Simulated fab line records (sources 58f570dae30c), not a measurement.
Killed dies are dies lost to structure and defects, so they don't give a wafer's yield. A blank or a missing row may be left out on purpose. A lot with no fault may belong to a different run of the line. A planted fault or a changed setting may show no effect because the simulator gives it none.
One fault seen from 2 desks | flow berkeley cmos170 | only its own numbers are on each desk; what lay behind them is given at the end

THE METROLOGY DESK
Lot by lot, what the gauges showed, no matter which tool ran the lot: averages of those sampled wafers that carry a number. A lot is out of limits, marked OUT, if its mean lies more than 4 standard deviations from the usual mean; the brackets give that distance.
Columns: A = PVT_TW at UCB170_PVT_TW_MEAS_09, usual 510
lot  | first seen here | A
L107 | day 5 23:15     | 510
L110 | day 6 19:28     | 511
L111 | day 6 19:42     | 510
L114 | day 7 00:50     | 509
L113 | day 7 00:51     | 508
L112 | day 7 01:22     | 508
L116 | day 7 18:46     | 509
L115 | day 7 19:00     | 510
L122 | day 8 13:05     | 518
L120 | day 8 13:22     | 462 (-15) OUT
L123 | day 8 23:16     | 462 (-15) OUT
L126 | day 9 15:57     | 511
L127 | day 9 16:11     | 510
L129 | day 10 01:40    | 511
Finding of this desk: L120, L123 out of limits, first seen on L120 at day 8 13:22 (PVT_TW at UCB170_PVT_TW_MEAS_09). In limits: L107, L110, L111, L114, L113, L112, L116, L115, L122, L126, L127, L129.

DESK OF THE TOOL OWNER: implanter-03
For each lot that ran on this tool, the mean over its sampled wafers that have a number, from the tool's own readings at UCB170_PVT_IMPLANT_07. A lot is out of limits, marked OUT, if its mean lies more than 4 standard deviations from the usual mean; the brackets give that distance.
Columns: A = beam energy keV at UCB170_PVT_IMPLANT_07, usual 30.001
lot  | first seen here | A
L114 | day 7 00:37     | 29.998
L116 | day 7 18:32     | 29.995
L120 | day 8 13:07     | 21.000 (-99 or more) OUT
L123 | day 8 23:03     | 21.004 (-99 or more) OUT
Finding of this desk: L120, L123 out of limits; the first was L120 at day 8 13:07, on beam energy keV at UCB170_PVT_IMPLANT_07. In limits: L114, L116.

ALL TOGETHER
The tool owner's desk had the chance to raise an alarm at day 8 13:07 on L120, L123.
The metrology desk could have raised an alarm at day 8 13:22, on L120, L123.
UCB170_PVT_IMPLANT_07 was run on implanter-03 by each of the lots named.

WHAT THE SIMULATOR HAD INSERTED
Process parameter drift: implanter-03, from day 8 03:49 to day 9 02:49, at UCB170_PVT_IMPLANT_07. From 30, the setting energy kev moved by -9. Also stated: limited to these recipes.
Lots struck among those shown: L120, L123.
Delay (hours) between the fault's onset and each desk's first out-of-limits reading: 9 at the tool owner's desk, 10 at the metrology desk.
